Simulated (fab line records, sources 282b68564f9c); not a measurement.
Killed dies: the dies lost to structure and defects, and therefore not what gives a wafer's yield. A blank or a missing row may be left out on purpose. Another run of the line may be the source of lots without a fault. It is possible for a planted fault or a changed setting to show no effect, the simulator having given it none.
Which tool did it?    flow rit cmos    16 lots, 48 wafers sampled, at 3 steps of a route of 202

WHAT THE GAUGES READ, wafer by wafer
RIT_ACTIVE_CD_MEAS_11: target cd 1400 nm.
lot   measured     on         cd nm (nm)
L337  day 1 22:34  cd sem-01  1398.1 1397.0 1399.7
L338  day 2 01:34  cd sem-02  1399.6 1397.3 1396.7
L339  day 2 05:26  cd sem-02  1399.0 1400.5 1399.2
L340  day 2 12:52  cd sem-01  1402.1 1402.0 1400.2
L341  day 2 15:37  cd sem-02  1400.1 1399.9 1399.5
L342  day 2 20:41  cd sem-02  1397.8 1397.8 1398.5
L343  day 3 02:40  cd sem-02  1398.3 1398.6 1398.2
L345  day 3 11:41  cd sem-02  1404.4 1405.0 1402.5
L346  day 3 17:39  cd sem-01  1401.8 1402.7 1402.8
L349  day 4 07:46  cd sem-02  1398.8 1401.5 1400.9
L351  day 4 17:26  cd sem-02  1400.7 1401.7 1400.1
L352  day 5 03:28  cd sem-02  1400.3 1401.7 1400.3
L353  day 5 03:42  cd sem-01  1400.3 1401.2 1403.0
L355  day 5 14:42  cd sem-02  1401.3 1400.4 1400.7
L356  day 5 18:53  cd sem-02  1399.9 1400.1 1400.7
L357  day 5 23:46  cd sem-01  1397.9 1399.2 1396.7

RIT_NWELL_OVL_MEAS_06.
lot   measured     on          NWELL_OVL (nm)
L337  day 2 06:33  overlay-02  -0.7 -0.7 -1.4
L338  day 2 11:30  overlay-02  -2.0 0.1 -0.1
L339  day 2 16:28  overlay-02  -0.6 0.9 0.7
L340  day 2 20:29  overlay-01  1.6 0.0 0.1
L341  day 2 23:08  overlay-01  -0.7 0.9 0.1
L342  day 3 05:13  overlay-01  0.3 1.0 -0.4
L343  day 3 15:00  overlay-01  2.6 3.7 3.2
L345  day 3 21:41  overlay-01  0.8 0.8 0.3
L346  day 4 01:25  overlay-02  -149.4 -149.4 -148.8
L349  day 4 14:03  overlay-02  -150.1 -149.3 -150.4
L351  day 5 04:22  overlay-02  -1.0 -0.6 -1.0
L352  day 5 09:52  overlay-01  -149.4 -150.0 -148.1
L353  day 5 09:59  overlay-02  -150.0 -150.5 -150.2
L355  day 5 21:11  overlay-02  -1.4 -2.1 -0.1
L356  day 6 02:29  overlay-01  2.8 1.6 2.9
L357  day 6 06:19  overlay-02  3.4 2.6 4.1

EACH LOT AND THE TOOL THAT RAN IT (in order: tool; ch and the chambers of the sampled wafers; start)
lot   RIT_NWELL_EXPOSE_03
L337  iline stepper-01 ch 0, day 2 06:08
L338  iline stepper-01 ch 0, day 2 11:05
L339  iline stepper-01 ch 0, day 2 16:02
L340  iline stepper-02 ch 0, day 2 20:01
L341  iline stepper-01 ch 0, day 2 22:43
L342  iline stepper-01 ch 0, day 3 04:47
L343  iline stepper-02 ch 0, day 3 14:34
L345  iline stepper-02 ch 0, day 3 21:11
L346  iline stepper-02 ch 0, day 4 01:01
L349  iline stepper-02 ch 0, day 4 13:38
L351  iline stepper-01 ch 0, day 5 03:56
L352  iline stepper-02 ch 0, day 5 09:26
L353  iline stepper-02 ch 0, day 5 09:34
L355  iline stepper-01 ch 0, day 5 20:45
L356  iline stepper-01 ch 0, day 6 02:04
L357  iline stepper-01 ch 0, day 6 05:54
- RIT_NWELL_EXPOSE_03: exposes mask M2, target cd 43900 nm.

AS READ BY THE TOOLS THEMSELVES (means over the sampled wafers that have a number; for cases with no such wafer, the mark the record gives instead)
The record holds no such reading with a usual standard deviation.

THE ANSWER, worked out from the rows above alone
Rule: what is usual is taken from the lots themselves. Put in order of their means at a reading, lots are off if they are a third of the lots or fewer, leave a main group of 4 or more, and stand apart from it by a gap of 3 or more times the standard deviation of the main group's means; of several such gaps the widest counts. The tables above print the reading to a certain number of digits; a main group whose means all agree to those digits is not used. Also off: a lot with no number at a reading for which 4 or more lots have one. All remaining lots with rows at the step are treated as sound. Order of review: gauges by route order, followed by the tools' own readings, for which a lot's mean as printed above is used. The first step at which some lot is off is used, and at that step the reading that is off furthest; a lot without a number counts as furthest.
Off: at RIT_NWELL_OVL_MEAS_06 (NWELL_OVL), L346, L349, L352, L353. The main group has a mean of 0.6 nm with a standard deviation of 1.5.
If a tool, at a process step before that reading, ran all the lots that are off and no sound lot after the first of them, it fits. Gauges at RIT_NWELL_OVL_MEAS_06: tried the same way as those tools. One fits: iline stepper-02 at RIT_NWELL_EXPOSE_03. Its last sound lot is L345 (day 3 21:11), its first lot that is off L346 (day 4 01:01): a fault that began between those two fits.

WHAT THE SIMULATOR HAD PUT IN
Scanner matching overlay: iline stepper-02, from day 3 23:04 on, at RIT_NWELL_EXPOSE_03. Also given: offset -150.
Shown lots that were struck: L346, L349, L352, L353. The rule above found the same.
